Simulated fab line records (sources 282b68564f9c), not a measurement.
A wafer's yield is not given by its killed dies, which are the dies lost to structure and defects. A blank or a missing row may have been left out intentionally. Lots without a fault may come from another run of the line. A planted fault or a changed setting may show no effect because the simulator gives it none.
The tool behind it: which one? / flow rit-cmos / 15 lots with 45 wafers sampled at 4 steps, on a route of 202 steps

== WHAT THE GAUGES SHOWED, per wafer ==
RIT_ACTIVE_CD_MEAS_11 targets a cd of 1400 nm. Usual: cd-nm reads 1399.5 nm (standard deviation 2.4).
lot=L598; measured=day 1 14:28; on=cd-sem-02; cd-nm (nm)=1395.7 1396.7 1398.1; flag=
lot=L599; measured=day 1 20:22; on=cd-sem-01; cd-nm (nm)=1399.0 1395.7 1400.0; flag=
lot=L600; measured=day 2 00:28; on=cd-sem-02; cd-nm (nm)=1403.0 1404.0 1400.8; flag=
lot=L602; measured=day 2 10:29; on=cd-sem-02; cd-nm (nm)=1401.9 1401.0 1404.8; flag=
lot=L603; measured=day 2 15:40; on=cd-sem-01; cd-nm (nm)=1400.1 1401.1 1400.2; flag=
lot=L604; measured=day 2 20:39; on=cd-sem-01; cd-nm (nm)=1399.7 1402.9 1400.8; flag=
lot=L605; measured=day 3 01:34; on=cd-sem-02; cd-nm (nm)=1401.4 1402.5 1403.2; flag=
lot=L607; measured=day 3 12:43; on=cd-sem-02; cd-nm (nm)=1354.1 1355.4 1355.6 1354.1 1354.8 1355.8; flag=OFF
lot=L610; measured=day 4 02:34; on=cd-sem-01; cd-nm (nm)=1362.9 1362.2 1363.1 1363.3 1361.8 1363.0; flag=OFF
lot=L611; measured=day 4 07:26; on=cd-sem-02; cd-nm (nm)=1369.2 1367.6 1368.3 1369.0 1367.9 1368.4; flag=OFF
lot=L613; measured=day 4 17:35; on=cd-sem-01; cd-nm (nm)=1399.1 1399.4 1397.3; flag=
lot=L617; measured=day 5 15:17; on=cd-sem-01; cd-nm (nm)=1398.3 1398.0 1398.9; flag=
lot=L618; measured=day 5 18:30; on=cd-sem-02; cd-nm (nm)=1401.2 1400.7 1400.6; flag=
lot=L619; measured=day 5 23:26; on=cd-sem-01; cd-nm (nm)=1397.6 1399.4 1400.0; flag=
lot=L620; measured=day 6 04:31; on=cd-sem-01; cd-nm (nm)=1400.0 1400.6 1397.5; flag=

RIT_SDANNEAL_RS_MEAS_07: uses a four-point probe to measure. Usual: for NLDD_RS the level is 149.0 ohm/sq and the standard deviation is 0.48.
lot=L598; measured=day 3 02:05; on=film-metro-02; NLDD_RS (ohm/sq)=149.1 150.1 149.6; flag=
lot=L599; measured=day 3 06:23; on=film-metro-01; NLDD_RS (ohm/sq)=148.4 148.2 148.2; flag=
lot=L600; measured=day 3 12:16; on=film-metro-04; NLDD_RS (ohm/sq)=148.9 149.3 149.8; flag=
lot=L602; measured=day 4 02:22; on=film-metro-04; NLDD_RS (ohm/sq)=149.4 150.2 149.7; flag=
lot=L603; measured=day 4 03:27; on=film-metro-04; NLDD_RS (ohm/sq)=148.2 149.0 148.6; flag=
lot=L604; measured=day 4 10:03; on=film-metro-01; NLDD_RS (ohm/sq)=149.3 148.9 149.5; flag=
lot=L605; measured=day 4 16:10; on=film-metro-01; NLDD_RS (ohm/sq)=148.9 149.2 148.8; flag=
lot=L607; measured=day 5 12:05; on=film-metro-01; NLDD_RS (ohm/sq)=148.8 148.6 149.4; flag=
lot=L610; measured=day 6 05:35; on=film-metro-04; NLDD_RS (ohm/sq)=149.0 148.8 148.3; flag=
lot=L611; measured=day 6 08:08; on=film-metro-04; NLDD_RS (ohm/sq)=149.0 149.1 148.8; flag=
lot=L613; measured=day 6 05:14; on=film-metro-04; NLDD_RS (ohm/sq)=148.7 148.7 149.6; flag=
lot=L617; measured=day 7 04:43; on=film-metro-02; NLDD_RS (ohm/sq)=148.5 148.5 148.8; flag=
lot=L618; measured=day 7 07:56; on=film-metro-02; NLDD_RS (ohm/sq)=148.3 148.4 148.4; flag=
lot=L619; measured=day 7 17:13; on=film-metro-04; NLDD_RS (ohm/sq)=149.3 148.9 149.2; flag=
lot=L620; measured=day 7 18:50; on=film-metro-01; NLDD_RS (ohm/sq)=148.5 149.0 148.5; flag=

RIT_CONTACT_CD_MEAS_08 targets a cd of 1000 nm. Usual: cd-nm reads 999.8 nm (standard deviation 2.2).
lot=L598; measured=day 3 04:01; on=cd-sem-02; cd-nm (nm)=995.6 997.5 998.4; flag=
lot=L599; measured=day 3 08:14; on=cd-sem-02; cd-nm (nm)=1002.9 1004.3 1001.4; flag=
lot=L600; measured=day 3 13:59; on=cd-sem-01; cd-nm (nm)=1000.5 1001.9 1001.7; flag=
lot=L602; measured=day 4 04:05; on=cd-sem-01; cd-nm (nm)=999.4 996.4 996.4; flag=
lot=L603; measured=day 4 05:14; on=cd-sem-01; cd-nm (nm)=1000.1 1001.4 1003.4; flag=
lot=L604; measured=day 4 11:46; on=cd-sem-01; cd-nm (nm)=1000.0 999.6 998.7; flag=
lot=L605; measured=day 4 18:01; on=cd-sem-02; cd-nm (nm)=998.2 997.9 999.3; flag=
lot=L607; measured=day 5 13:49; on=cd-sem-02; cd-nm (nm)=1001.1 1000.8 1003.1; flag=
lot=L610; measured=day 6 07:18; on=cd-sem-01; cd-nm (nm)=1000.5 998.2 998.7; flag=
lot=L611; measured=day 6 09:52; on=cd-sem-02; cd-nm (nm)=997.8 995.9 998.0; flag=
lot=L613; measured=day 6 07:04; on=cd-sem-02; cd-nm (nm)=998.1 1000.3 999.5; flag=
lot=L617; measured=day 7 06:33; on=cd-sem-01; cd-nm (nm)=997.3 999.5 1000.2; flag=
lot=L618; measured=day 7 09:40; on=cd-sem-01; cd-nm (nm)=994.6 995.8 996.6; flag=
lot=L619; measured=day 7 18:58; on=cd-sem-02; cd-nm (nm)=999.8 999.9 1000.4; flag=
lot=L620; measured=day 7 20:43; on=cd-sem-02; cd-nm (nm)=1000.6 999.9 1000.7; flag=

== TOOL THAT RAN EACH LOT (tool first, then ch and the chambers of the sampled wafers, then the start) ==
lot=L598; RIT_ACTIVE_EXPOSE_08=iline-stepper-02 ch 0, day 1 14:04
lot=L599; RIT_ACTIVE_EXPOSE_08=iline-stepper-02 ch 0, day 1 19:58
lot=L600; RIT_ACTIVE_EXPOSE_08=iline-stepper-02 ch 0, day 2 00:04
lot=L602; RIT_ACTIVE_EXPOSE_08=iline-stepper-02 ch 0, day 2 10:05
lot=L603; RIT_ACTIVE_EXPOSE_08=iline-stepper-01 ch 0, day 2 15:14
lot=L604; RIT_ACTIVE_EXPOSE_08=iline-stepper-02 ch 0, day 2 20:15
lot=L605; RIT_ACTIVE_EXPOSE_08=iline-stepper-01 ch 0, day 3 01:10
lot=L607; RIT_ACTIVE_EXPOSE_08=iline-stepper-01 ch 0, day 3 12:19
lot=L610; RIT_ACTIVE_EXPOSE_08=iline-stepper-01 ch 0, day 4 02:10
lot=L611; RIT_ACTIVE_EXPOSE_08=iline-stepper-01 ch 0, day 4 07:02
lot=L613; RIT_ACTIVE_EXPOSE_08=iline-stepper-02 ch 0, day 4 17:11
lot=L617; RIT_ACTIVE_EXPOSE_08=iline-stepper-02 ch 0, day 5 14:53
lot=L618; RIT_ACTIVE_EXPOSE_08=iline-stepper-02 ch 0, day 5 18:06
lot=L619; RIT_ACTIVE_EXPOSE_08=iline-stepper-02 ch 0, day 5 23:02
lot=L620; RIT_ACTIVE_EXPOSE_08=iline-stepper-02 ch 0, day 6 04:07
- RIT_ACTIVE_EXPOSE_08: exposes mask M1, target cd 1400 nm.

== AS READ BY THE TOOLS THEMSELVES (means over the sampled wafers that have a number; for cases with no such wafer, the mark the record gives instead) ==
RIT_ACTIVE_EXPOSE_08. Usual: exposure-dose-mJ-cm2 223.42, standard deviation 0.24; stage-vel-mm-s 500.00 mm/s, standard deviation 0.22.
lot=L598; tool=iline-stepper-02; exposure-dose-mJ-cm2=223.24; stage-vel-mm-s (mm/s)=499.88; flag=
lot=L599; tool=iline-stepper-02; exposure-dose-mJ-cm2=223.40; stage-vel-mm-s (mm/s)=500.04; flag=
lot=L600; tool=iline-stepper-02; exposure-dose-mJ-cm2=223.60; stage-vel-mm-s (mm/s)=499.98; flag=
lot=L602; tool=iline-stepper-02; exposure-dose-mJ-cm2=223.17; stage-vel-mm-s (mm/s)=499.92; flag=
lot=L603; tool=iline-stepper-01; exposure-dose-mJ-cm2=223.29; stage-vel-mm-s (mm/s)=500.10; flag=
lot=L604; tool=iline-stepper-02; exposure-dose-mJ-cm2=223.28; stage-vel-mm-s (mm/s)=499.91; flag=
lot=L605; tool=iline-stepper-01; exposure-dose-mJ-cm2=223.53; stage-vel-mm-s (mm/s)=499.89; flag=
lot=L607; tool=iline-stepper-01; exposure-dose-mJ-cm2=261.69; stage-vel-mm-s (mm/s)=499.96; flag=OFF
lot=L610; tool=iline-stepper-01; exposure-dose-mJ-cm2=254.52; stage-vel-mm-s (mm/s)=499.95; flag=OFF
lot=L611; tool=iline-stepper-01; exposure-dose-mJ-cm2=248.63; stage-vel-mm-s (mm/s)=500.18; flag=OFF
lot=L613; tool=iline-stepper-02; exposure-dose-mJ-cm2=223.54; stage-vel-mm-s (mm/s)=499.86; flag=
lot=L617; tool=iline-stepper-02; exposure-dose-mJ-cm2=223.47; stage-vel-mm-s (mm/s)=499.98; flag=
lot=L618; tool=iline-stepper-02; exposure-dose-mJ-cm2=223.19; stage-vel-mm-s (mm/s)=499.97; flag=
lot=L619; tool=iline-stepper-02; exposure-dose-mJ-cm2=223.29; stage-vel-mm-s (mm/s)=500.07; flag=
lot=L620; tool=iline-stepper-02; exposure-dose-mJ-cm2=223.49; stage-vel-mm-s (mm/s)=499.60; flag=

== THE ANSWER, worked out from the rows above alone ==
Rule: a lot counts as off when the mean over its wafers that have a number is more than 3 standard deviations away from the usual mean. Also off: a lot with no number at a reading for which 4 or more lots have one. All remaining lots with rows at the step are treated as sound. Order of review: gauges by route order, followed by the tools' own readings, for which a lot's mean as printed above is used. At the first step where some lot is off, the reading lying furthest off is the one used; lots without a number count as furthest.
Off: L607, L610, L611 (RIT_ACTIVE_CD_MEAS_11, cd-nm).
A tool fits if, at a process step before that reading, it ran every lot that is off, and no sound lot after the first of them. The gauges at RIT_ACTIVE_CD_MEAS_11 aren't tried: what is off there is off at RIT_ACTIVE_EXPOSE_08 too, on other tools, and a gauge's error can't cause that. One fits: RIT_ACTIVE_EXPOSE_08 on iline-stepper-01. A fault onset in the window from L605 (day 3 01:10, its last sound lot) to L607 (day 3 12:19, its first lot off) fits.
On the lots that are off, the tool's own readings at RIT_ACTIVE_EXPOSE_08 differ by more than 5 times the standard deviation of the sound lots' means, which bears it out; exposure-dose-mJ-cm2 reads 254.95 there versus 223.37 on the sound lots.

== WHAT THE SIMULATOR HAD INSERTED ==
Process parameter drift: iline-stepper-01, from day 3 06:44 on, at RIT_ACTIVE_EXPOSE_08. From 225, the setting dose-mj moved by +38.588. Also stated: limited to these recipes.
Lots struck among those shown: L607, L610, L611. The rule above found the same.
